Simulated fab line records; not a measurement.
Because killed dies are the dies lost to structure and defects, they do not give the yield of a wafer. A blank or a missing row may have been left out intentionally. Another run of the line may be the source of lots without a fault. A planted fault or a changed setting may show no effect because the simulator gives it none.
fab line records | flow berkeleyCmos170
record lots=5 wafers=23
route steps=331 shown BACKSIDE@200 SDANNEAL@204 PLDD@208 NLDD@209 SILICIDE@211 V1@268 M2@281 V2@294 M3@319
startH: the number of hours between the record's first day and the start of the first shown wafer of the lot | waitH: hours elapsed since this lot's preceding step | " the same as in the row above | L1.1+2: a single row standing in for several wafers | - no value present, or no start provided | * or withheld: withheld | < > ~ a bound
route shown NAME@n: a module of which the file shows steps, and the number in the route of the first | usual: the fault-free wafers' mean and standard deviation | same: alike in all rows | chamber/n: place in a boat | sites: each site's reading | _std_site: standard deviation across them | _edge_site: mean of outer sites minus mean of inner sites | radiusMm: for every site, how far away it sits from the centre of the wafer | mask NAME#n: copy n | behind: tool/chamber where the wafer was last shaped | hold: reason for holding the lot/hours on hold/outcome of the hold | device: names the non-switching transistor (n, p or np) | end of line: the same wafers' tests at the end of the route | a step without rows: its recipe alone | killed: at the first sort, the dies lost to defects and structure; wafer yield is something else | map: dies across one wafer; x = killed, . = not, _ = none there
set.NAME: the run value of the setting; set.NAME@STEP: its run value at that earlier step | model.NAME: the simulator's own value behind a step, which no gauge read
lots run with intentionally changed settings; tables by step, rows by wafer
## steps
# step UCB170_BACKSIDE_COAT_01
# recipe resist=KrF spinRpm=1500 resistThkNm=900
# columns lot.wafer tool chamber startH waitH set.spinRpm model.KrF_of_BACKSIDE_COAT_01.thkNm
L077.1 lithoTrack-03 0 195.16 0.1 1500 900
L077.3 " 0 " " 1500 898
L077.4 " 0 " " 1412 926
L077.5 " 0 " " 1500 897.5
L077.6 " 0 " " 1412 925.7
L079.1 lithoTrack-04 0 210.60 0.1 1500 904
L079.3 " 0 " " 1500 901.7
L079.4 " 0 " " 1500 901.4
L079.5 " 0 " " 1500 902.8
L079.6 " 0 " " 1500 903
L080.1 lithoTrack-01 0 210.96 0.1 1500 905
L080.3 " 0 " " 1500 902.3
L080.6 " 0 " " 1500 902.8
L085.1 lithoTrack-03 0 216.04 0.1 1396 932.6
L085.2 " 0 " " 1500 903.2
L085.4 " 0 " " 1396 937.2
L085.5 " 0 " " 1500 901.1
L085.6 " 0 " " 1396 935.2
L084.1 lithoTrack-04 0 216.06 0.1 1500 899.6
L084.2 " 0 " " 1434 924.5
L084.3 " 0 " " 1500 901.6
L084.5 " 0 " " 1434 923
L084.6 " 0 " " 1434 924.3
# step UCB170_BACKSIDE_SOFTBAKE_02
# recipe resist=KrF tempC=130 timeS=60
# step UCB170_BACKSIDE_STRIP_03
# recipe chemistry=O2 powerW=400 pressureMtorr=3500 platenTempC=withheld o2FlowSccm=400 overashFraction=0.5
# usual stripTimeToEndpointS=21.99/0.06
# columns lot.wafer tool chamber startH waitH set.spinRpm@BACKSIDE_COAT_01 stripTimeToEndpointS
L077.1 plasmaAsher-04 0 195.46 0.1 1500 21.97
L077.3 " 1 " " 1500 21.92
L077.4 " 0 " " 1412 22.60
L077.5 " 0 " " 1500 21.91
L077.6 " 1 " " 1412 22.59
L079.1 plasmaAsher-04 0 210.90 0.1 1500 22.05
L079.3 " 0 " " 1500 22.01
L079.4 " 1 " " 1500 22.00
L079.5 " 0 " " 1500 22.03
L079.6 " 1 " " 1500 22.04
L080.1 plasmaAsher-03 1 211.26 0.1 1500 22.09
L080.3 " 1 " " 1500 22.03
L080.6 " 1 " " 1500 22.04
L085.1 plasmaAsher-04 0 216.34 0.1 1396 22.73
L085.2 " 1 " " 1500 22.05
L085.4 " 0 " " 1396 22.87
L085.5 " 0 " " 1500 21.99
L085.6 " 1 " " 1396 22.80
L084.1 plasmaAsher-03 0 216.36 0.1 1500 21.96
L084.2 " 1 " " 1434 22.58
L084.3 " 1 " " 1500 21.99
L084.5 " 1 " " 1434 22.52
L084.6 " 0 " " 1434 22.55
# step UCB170_BACKSIDE_CLEAN_04
# recipe chemistry=SPM tempC=120 timeS=600
# step UCB170_SDANNEAL_RTA_00
# recipe tempC=900 timeS=9.698 ambient=N2
# step UCB170_SDANNEAL_RS_MEAS_04
# recipe thkMeasGauge=four-point-probe
# usual PLDD_RS=1030.9/2.2
# columns lot.wafer tool chamber startH waitH set.doseCm2@PLDD_IMPLANT_09 PLDD_RS[ohm/sq]
L077.1 filmMetro-04 - 198.55 0.1 5e+13 1032.4
L077.3 " - " " 5e+13 1030.3
L077.4 " - " " 4.734e+13 1049.0
L077.5 " - " " 4.734e+13 1053.9
L077.6 " - " " 5e+13 1030.0
L079.1 filmMetro-04 - 211.84 0.1 5e+13 1029.8
L079.3 " - " " 5e+13 1031.1
L079.4 " - " " 4.696e+13 1057.9
L079.5 " - " " 4.696e+13 1054.2
L079.6 " - " " 4.696e+13 1054.0
L080.1 filmMetro-01 - 211.91 0.1 5e+13 1027.8
L080.3 " - " " 5e+13 1026.9
L080.6 " - " " 5e+13 1031.3
L084.1 filmMetro-02 - 217.01 0.1 4.847e+13 1044.7
L084.2 " - " " 4.847e+13 1042.6
L084.3 " - " " 5e+13 1031.6
L084.5 " - " " 4.847e+13 1042.4
L084.6 " - " " 5e+13 1031.5
L085.1 filmMetro-01 - 217.11 0.1 5e+13 1027.3
L085.2 " - " " 5e+13 1027.1
L085.4 " - " " 5e+13 1025.8
L085.5 " - " " 5e+13 1028.2
L085.6 " - " " 5e+13 1027.9
# step UCB170_SDANNEAL_RS_MEAS_05
# recipe thkMeasGauge=four-point-probe
# usual NLDD_RS=616.2/1.6
# columns lot.wafer tool chamber startH waitH set.doseCm2@NLDD_IMPLANT_08 NLDD_RS[ohm/sq]
L077.1 filmMetro-04 - 198.67 0.1 5e+13 619.3
L077.3 " - " " 5e+13 618.4
L077.4 " - " " 5e+13 618.6
L077.5 " - " " 5e+13 617.2
L077.6 " - " " 5e+13 619.5
L079.1 filmMetro-04 - 211.96 0.1 5e+13 616.6
L079.3 " - " " 5.188e+13 609.6
L079.4 " - " " 5.188e+13 608.9
L079.5 " - " " 5.188e+13 606.2
L079.6 " - " " 5e+13 616.5
L080.1 filmMetro-01 - 212.03 0.1 5e+13 615.1
L080.3 " - " " 5e+13 615.9
L080.6 " - " " 5e+13 616.5
L084.1 filmMetro-02 - 217.13 0.1 5e+13 614.6
L084.2 " - " " 5e+13 615.0
L084.3 " - " " 5e+13 613.9
L084.5 " - " " 5e+13 614.9
L084.6 " - " " 5e+13 615.4
L085.1 filmMetro-01 - 217.23 0.1 5.328e+13 601.7
L085.2 " - " " 5e+13 613.7
L085.4 " - " " 5.328e+13 603.0
L085.5 " - " " 5.328e+13 602.3
L085.6 " - " " 5e+13 615.9
# step UCB170_SILICIDE_SPUTTER_01
# recipe material=Ti targetThkNm=30 timeS=25 powerW=1500 chamberPressurePa=0.5
# columns lot.wafer tool chamber startH waitH set.timeS model.Ti_of_SILICIDE_SPUTTER_01.thkNm
L077.1 pvdSputter-01 - 198.86 0.0 26.69 31.66
L077.3 " - " " 25 29.27
L077.4 " - " " 25 29.84
L077.5 " - " " 26.69 31.82
L077.6 " - " " 26.69 31.41
L079.1 pvdSputter-02 - 212.14 0.0 25 29.72
L079.3 " - " " 28.4 33.73
L079.4 " - " " 25 29.68
L079.5 " - " " 25 29.63
L079.6 " - " " 28.4 33.94
L080.1 pvdSputter-01 - 212.22 0.0 25 30.25
L080.3 " - " " 25 30.23
L080.6 " - " " 25 30.59
L084.1 pvdSputter-02 - 217.32 0.0 25 30.15
L084.2 " - " " 25 30.25
L084.3 " - " " 25 30.14
L084.5 " - " " 27.64 33.12
L084.6 " - " " 27.64 33.42
L085.1 pvdSputter-01 - 217.42 0.0 25 30.41
L085.2 " - " " 25 30.05
L085.4+5 " - " " 27.85 33.48
L085.6 " - " " 27.85 33.63
# step UCB170_SILICIDE_RS_MEAS_02
# recipe thkMeasGauge=four-point-probe reads=Ti_of_SILICIDE_SPUTTER_01
# usual SILICIDE_TI_RS=26.1/0.34
# columns lot.wafer tool chamber startH waitH set.timeS@SILICIDE_SPUTTER_01 SILICIDE_TI_RS[ohm/sq]
L077.1 filmMetro-01 - 198.89 0.0 26.69 24.5
L077.3 " - " " 25 26.9
L077.4 " - " " 25 26.3
L077.5 " - " " 26.69 24.4
L077.6 " - " " 26.69 24.8
L079.1 filmMetro-03 - 212.17 0.0 25 26.4
L079.3 " - " " 28.4 22.7
L079.4 " - " " 25 26.4
L079.5 " - " " 25 26.5
L079.6 " - " " 28.4 22.6
L080.1 filmMetro-01 - 212.25 0.0 25 25.8
L080.3 " - " " 25 25.9
L080.6 " - " " 25 25.5
L084.1 filmMetro-03 - 217.35 0.0 25 25.9
L084.2 " - " " 25 25.9
L084.3 " - " " 25 25.9
L084.5 " - " " 27.64 23.3
L084.6 " - " " 27.64 23.0
L085.1 filmMetro-01 - 217.45 0.0 25 25.7
L085.2 " - " " 25 26.0
L085.4 " - " " 27.85 23.0
L085.5 " - " " 27.85 23.0
L085.6 " - " " 27.85 22.8
# step UCB170_SILICIDE_THK_MEAS_03
# recipe thkMeasGauge=xrf reads=Ti_of_SILICIDE_SPUTTER_01
# usual SILICIDE_TI_THK=29.6/0.34
# columns lot.wafer tool chamber startH waitH set.timeS@SILICIDE_SPUTTER_01 SILICIDE_TI_THK[nm]
L077.1 filmMetro-01 - 199.01 0.1 26.69 31.3
L077.3 " - " " 25 29.0
L077.4 " - " " 25 29.6
L077.5 " - " " 26.69 31.3
L077.6 " - " " 26.69 31.1
L079.1 filmMetro-03 - 212.29 0.1 25 29.4
L079.3 " - " " 28.4 33.2
L079.4 " - " " 25 29.3
L079.5 " - " " 25 29.2
L079.6 " - " " 28.4 33.4
L080.1 filmMetro-01 - 212.37 0.1 25 29.9
L080.3 " - " " 25 29.9
L080.6 " - " " 25 30.4
L084.1 filmMetro-03 - 217.47 0.1 25 29.7
L084.2 " - " " 25 29.9
L084.3 " - " " 25 29.7
L084.5 " - " " 27.64 32.7
L084.6 " - " " 27.64 33.0
L085.1 filmMetro-01 - 217.57 0.1 25 29.9
L085.2 " - " " 25 29.6
L085.4 " - " " 27.85 32.9
L085.5 " - " " 27.85 33.0
L085.6 " - " " 27.85 33.2
# step UCB170_V1_ETCH_14
# recipe chemistry=CHF3/CF4/Ar target=SiO2 stopOn=Al CHF3_flow_sccm=45 cf4FlowSccm=15 Ar_flow_sccm=150 pressureMtorr=200 rfW=700 targetDepthA=12500 overEtchFrac=0.25 timeS=291
# columns lot.wafer tool chamber startH waitH set.rfW model.KrF_of_V1_COAT_07.thkNm
L077.1 rieDiel-04 1 214.45 0.0 700 613.8
L077.3 " 2 " " 647.7 622
L077.4 " 0 " " 647.7 616.7
L077.5 " 3 " " 647.7 619.4
L077.6 " 0 " " 700 606.7
L079.1 rieDiel-03 1 224.35 0.0 740.1 601.9
L079.3 " 0 " " 740.1 603.4
L079.4 " 0 " " 740.1 605.2
L079.5 " 1 " " 700 611.4
L079.6 " 2 " " 700 608.3
L080.1 rieDiel-02 0 224.62 0.0 700 612.1
L080.3 " 3 " " 700 610.2
L080.6 " 2 " " 700 611.3
L084.1 rieDiel-02 1 229.25 0.0 677.5 623.2
L084.2 " 3 " " 700 613.6
L084.3 " 0 " " 677.5 621.8
L084.5 " 0 " " 700 617.8
L084.6 " 1 " " 677.5 622.6
L085.1 rieDiel-04 3 233.52 0.0 622.9 624.4
L085.2 " 2 " " 700 616
L085.4 " 1 " " 622.9 625.5
L085.5 " 1 " " 700 609.2
L085.6 " 2 " " 622.9 631.5
# step UCB170_V1_STRIP_15
# recipe chemistry=O2 powerW=400 pressureMtorr=3500 platenTempC=withheld o2FlowSccm=400 overashFraction=0.5
# usual stripTimeToEndpointS=15.32/0.1
# columns lot.wafer tool chamber startH waitH set.rfW@V1_ETCH_14 stripTimeToEndpointS
L077.1 plasmaAsher-02 0 214.63 0.1 700 15.39
L077.3 " 0 " " 647.7 15.59
L077.4 " 1 " " 647.7 15.47
L077.5 " 1 " " 647.7 15.53
L077.6 " 0 " " 700 15.23
L079.1 plasmaAsher-01 1 224.53 0.1 740.1 15.12
L079.3 " 1 " " 740.1 15.16
L079.4 " 0 " " 740.1 15.19
L079.5 " 0 " " 700 15.34
L079.6 " 1 " " 700 15.27
L080.1 plasmaAsher-02 0 224.80 0.1 700 15.35
L080.3 " 1 " " 700 15.32
L080.6 " 0 " " 700 15.34
L084.1 plasmaAsher-01 0 229.43 0.1 677.5 15.61
L084.2 " 1 " " 700 15.41
L084.3 " 0 " " 677.5 15.59
L084.5 " 1 " " 700 15.49
L084.6 " 0 " " 677.5 15.60
L085.1 plasmaAsher-01 0 233.70 0.1 622.9 15.66
L085.2 " 1 " " 700 15.45
L085.4 " 0 " " 622.9 15.68
L085.5 " 0 " " 700 15.30
L085.6 " 1 " " 622.9 15.83
# step UCB170_M2_COAT_10
# recipe resist=KrF spinRpm=1500 resistThkNm=900
# columns lot.wafer tool chamber startH waitH set.spinRpm model.KrF_of_M2_COAT_10.thkNm
L077.1 lithoTrack-03 0 - - 1580 875
L077.3 " 0 " " 1500 900.7
L077.4 " 0 " " 1500 897.5
L077.5 " 0 " " 1580 873.1
L077.6 " 0 " " 1500 899.8
L079.1 lithoTrack-04 0 - - 1462 915.1
L079.3 " 0 " " 1500 904.7
L079.4 " 0 " " 1462 911.9
L079.5 " 0 " " 1462 913.6
L079.6 " 0 " " 1500 899.8
L080.1 lithoTrack-04 0 - - 1500 899.6
L080.3 " 0 " " 1500 896.9
L080.6 " 0 " " 1500 896.8
L084.1+6 lithoTrack-03 0 - - 1565 880.8
L084.2 " 0 " " 1500 902.4
L084.3 " 0 " " 1500 899.9
L084.5 " 0 " " 1500 898.9
L085.1 lithoTrack-04 0 - - 1500 900.6
L085.2 " 0 " " 1500 900.9
L085.4 " 0 " " 1500 902.3
L085.5 " 0 " " 1500 902.6
L085.6 " 0 " " 1500 900.2
# step UCB170_V2_CMP_02
# recipe material=SiO2 downForcePsi=6 platenRpm=60 padVelocityMS=0.75398
# columns lot.wafer tool chamber startH waitH set.leaveAboveRefNm model.SiO2_of_V2_CVD_00.thkNm
L077.4 cmp-02 0 218.01 0.0 1000 1002
L077.3+6 " 1 " " 1069 1069
L077.1 " 2 " " 1000 999.5
L077.5 " 0 " " 1069 1070
L079.1+6 cmp-02 2,3 228.33 0.1 1045 1045
L079.3 " 3 " " 1045 1046
L079.4+5 " 0,2 " " 1000 1001
L080.1 cmp-02 1 229.14 0.1 1000 1001
L080.3 " 3 " " 1000 1000
L080.6 " 0 " " 1000 1002
L084.3 cmp-02 2 233.75 0.1 1000 999.6
L084.1 " 3 " " 1000 1000
L084.2 " 0 " " 1000 1003
L084.6 " 1 " " 1000 999.4
L084.5 " 2 " " 1000 1001
L085.2 cmp-01 0 238.10 0.0 1000 999.9
L085.1 " 1 " " 977 977.3
L085.4 " 2 " " 1000 999.6
L085.6 " 0 " " 1000 999.4
L085.5 " 1 " " 977 978
# step UCB170_V2_THK_MEAS_04
# recipe reads=SiO2_of_V2_CVD_00
# usual V2_POLISHED_THK=1000.4/1.3
# columns lot.wafer tool chamber startH waitH set.leaveAboveRefNm@V2_CMP_02 V2_POLISHED_THK[nm]
L077.1 filmMetro-03 - 218.43 0.1 1000 999.4
L077.3 " - " " 1069 1067.8
L077.4 " - " " 1000 1002.5
L077.5 " - " " 1069 1070.2
L077.6 " - " " 1069 1069.2
L079.1 filmMetro-01 - 228.75 0.1 1045 1044.3
L079.3 " - " " 1045 1045.3
L079.4 " - " " 1000 1000.7
L079.5 " - " " 1000 1001.2
L079.6 " - " " 1045 1045.8
L080.1 filmMetro-01 - 229.51 0.1 1000 1000.2
L080.3 " - " " 1000 999.5
L080.6 " - " " 1000 1002.5
L084.1 filmMetro-03 - 234.12 0.1 1000 1000.1
L084.2 " - " " 1000 1003.0
L084.3 " - " " 1000 999.8
L084.5 " - " " 1000 999.8
L084.6 " - " " 1000 999.1
L085.1 filmMetro-03 - 238.52 0.1 977 977.6
L085.2 " - " " 1000 999.7
L085.4 " - " " 1000 999.3
L085.5 " - " " 977 979.3
L085.6 " - " " 1000 1000.2
# step UCB170_V2_ETCH_14
# recipe chemistry=CHF3/CF4/Ar target=SiO2 stopOn=Al CHF3_flow_sccm=45 cf4FlowSccm=15 Ar_flow_sccm=150 pressureMtorr=200 rfW=700 targetDepthA=12500 overEtchFrac=0.25 timeS=291
# columns lot.wafer tool chamber startH waitH set.timeS set.leaveAboveRefNm@V2_CMP_02 model.V2.featureDepthNm model.etch.depthNm model.KrF_of_V2_COAT_07.thkNm
L077.1 rieDiel-04 2 220.26 0.0 330 1000 1003 999.5 577
L077.3 " 1 " " 291 1069 1069 1069 606.9
L077.4 " 3 " " 291 1000 1002 1002 609.1
L077.5 " 1 " " 330 1069 1074 1070 567.6
L077.6 " 0 " " 330 1069 1074 1069 565.1
L079.1 rieDiel-04 0 232.07 0.0 315.8 1045 1048 1045 582.6
L079.3 " 2 " " 315.8 1045 1048 1046 593.7
L079.4 " 3 " " 291 1000 1001 1001 612.3
L079.5 " 1 " " 315.8 1000 1003 1001 590.3
L079.6 " 2 " " 291 1045 1045 1045 617.4
L080.1 rieDiel-01 2 233.25 0.0 291 1000 1001 1001 613.9
L080.3 " 1 " " 291 1000 1000 1000 619.9
L080.6 " 0 " " 291 1000 1003 1002 608.7
L084.1 rieDiel-01 3 235.88 0.0 326.4 1000 1004 1000 570.2
L084.2 " 2 " " 326.4 1000 1006 1003 572.7
L084.3 " 0 " " 291 1000 1000 999.6 600.2
L084.5 " 1 " " 291 1000 1001 1001 607.4
L084.6 " 0 " " 291 1000 999.8 999.4 602.9
L085.1 rieDiel-04 1 239.88 0.0 273.1 977 977.3 977.3 628.9
L085.2 " 2 " " 273.1 1000 999.9 999.9 641.7
L085.4 " 0 " " 273.1 1000 999.6 999.6 630.2
L085.5 " 2 " " 291 977 978 978 619.3
L085.6 " 1 " " 291 1000 999.4 999.4 613.5
# step UCB170_V2_STRIP_15
# recipe chemistry=O2 powerW=400 pressureMtorr=3500 platenTempC=withheld o2FlowSccm=400 overashFraction=0.5
# usual stripTimeToEndpointS=15.35/0.11
# columns lot.wafer tool chamber startH waitH set.timeS@V2_ETCH_14 stripTimeToEndpointS
L077.1 plasmaAsher-04 0 220.44 0.1 330 14.54
L077.3 " 0 " " 291 15.22
L077.4 " 1 " " 291 15.28
L077.5 " 0 " " 330 14.32
L077.6 " 1 " " 330 14.26
L079.1 plasmaAsher-02 1 232.25 0.1 315.8 14.66
L079.3 " 1 " " 315.8 14.93
L079.4 " 0 " " 291 15.37
L079.5 " 1 " " 315.8 14.85
L079.6 " 0 " " 291 15.50
L080.1 plasmaAsher-02 1 233.43 0.1 291 15.40
L080.3 " 0 " " 291 15.53
L080.6 " 1 " " 291 15.28
L084.1 plasmaAsher-02 0 236.06 0.1 326.4 14.35
L084.2 " 1 " " 326.4 14.42
L084.3 " 1 " " 291 15.07
L084.5 " 0 " " 291 15.24
L084.6 " 1 " " 291 15.12
L085.1 plasmaAsher-04 0 240.06 0.1 273.1 15.75
L085.2 " 1 " " 273.1 15.99
L085.4 " 1 " " 273.1 15.79
L085.5 " 1 " " 291 15.52
L085.6 " 0 " " 291 15.39
# step UCB170_M3_COAT_10
# recipe resist=KrF spinRpm=1500 resistThkNm=900
# columns lot.wafer tool chamber startH waitH set.spinRpm model.KrF_of_M3_COAT_10.thkNm
L077.1 lithoTrack-03 0 - - 1500 899.2
L077.3 " 0 " " 1500 900
L077.4 " 0 " " 1500 899.1
L077.5 " 0 " " 1500 898.3
L077.6 " 0 " " 1500 900.1
L079.1 lithoTrack-03 0 - - 1471 913.2
L079.3 " 0 " " 1500 899.6
L079.4 " 0 " " 1500 901
L079.5+6 " 0 " " 1471 907.2
L080.1 lithoTrack-02 0 - - 1500 901.9
L080.3 " 0 " " 1500 901.6
L080.6 " 0 " " 1500 898.7
L084.1 lithoTrack-02 0 - - 1588 873.5
L084.2+5 " 0 " " 1588 873.2
L084.3 " 0 " " 1500 897.1
L084.6 " 0 " " 1500 899.9
L085.1 lithoTrack-03 0 - - 1500 902.7
L085.2 " 0 " " 1500 904.1
L085.4 " 0 " " 1500 904.2
L085.5 " 0 " " 1500 901.9
L085.6 " 0 " " 1500 901.7
## key
split step=UCB170_BACKSIDE_COAT_01 setting=spinRpm stated=1500 by=wafer
response step=UCB170_BACKSIDE_COAT_01 reading=model.KrF_of_BACKSIDE_COAT_01.thkNm change=-4.82 per=1% r=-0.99
response step=UCB170_BACKSIDE_STRIP_03 reading=stripTimeToEndpointS change=* per=1% r=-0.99
split step=UCB170_SILICIDE_SPUTTER_01 setting=timeS stated=25 by=wafer
response step=UCB170_SILICIDE_SPUTTER_01 reading=model.Ti_of_SILICIDE_SPUTTER_01.thkNm change=+0.298 per=1% r=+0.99
response step=UCB170_SILICIDE_RS_MEAS_02 reading=SILICIDE_TI_RS change=-0.27 per=1% r=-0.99
response step=UCB170_SILICIDE_THK_MEAS_03 reading=SILICIDE_TI_THK change=+0.292 per=1% r=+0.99
split step=UCB170_V1_ETCH_14 setting=rfW stated=700 by=wafer
response step=UCB170_V1_ETCH_14 reading=model.KrF_of_V1_COAT_07.thkNm change=-1.31 per=1% r=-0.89
response step=UCB170_V1_STRIP_15 reading=stripTimeToEndpointS change=* per=1% r=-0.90
split step=UCB170_M2_COAT_10 setting=spinRpm stated=1500 by=wafer
response step=UCB170_M2_COAT_10 reading=model.KrF_of_M2_COAT_10.thkNm change=-4.62 per=1% r=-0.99
split step=UCB170_V2_CMP_02 setting=leaveAboveRefNm stated=1000 by=wafer
response step=UCB170_V2_CMP_02 reading=model.SiO2_of_V2_CVD_00.thkNm change=+9.9 per=1% r=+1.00
response step=UCB170_V2_THK_MEAS_04 reading=V2_POLISHED_THK change=+9.81 per=1% r=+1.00
response step=UCB170_V2_ETCH_14 reading=model.V2.featureDepthNm change=+10 per=1% r=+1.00
response step=UCB170_V2_ETCH_14 reading=model.etch.depthNm change=+9.9 per=1% r=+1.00
split step=UCB170_V2_ETCH_14 setting=timeS stated=291 by=wafer
response step=UCB170_V2_ETCH_14 reading=model.KrF_of_V2_COAT_07.thkNm change=-2.8 per=1% r=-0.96
response step=UCB170_V2_STRIP_15 reading=stripTimeToEndpointS change=* per=1% r=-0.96
split step=UCB170_M3_COAT_10 setting=spinRpm stated=1500 by=wafer
response step=UCB170_M3_COAT_10 reading=model.KrF_of_M3_COAT_10.thkNm change=-4.33 per=1% r=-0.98
split outsideThisFile step=UCB170_PLDD_IMPLANT_09 setting=doseCm2
split outsideThisFile step=UCB170_NLDD_IMPLANT_08 setting=doseCm2
# split outsideThisFile: this setting was split too, and the file shows its column; the key of that split is in another file
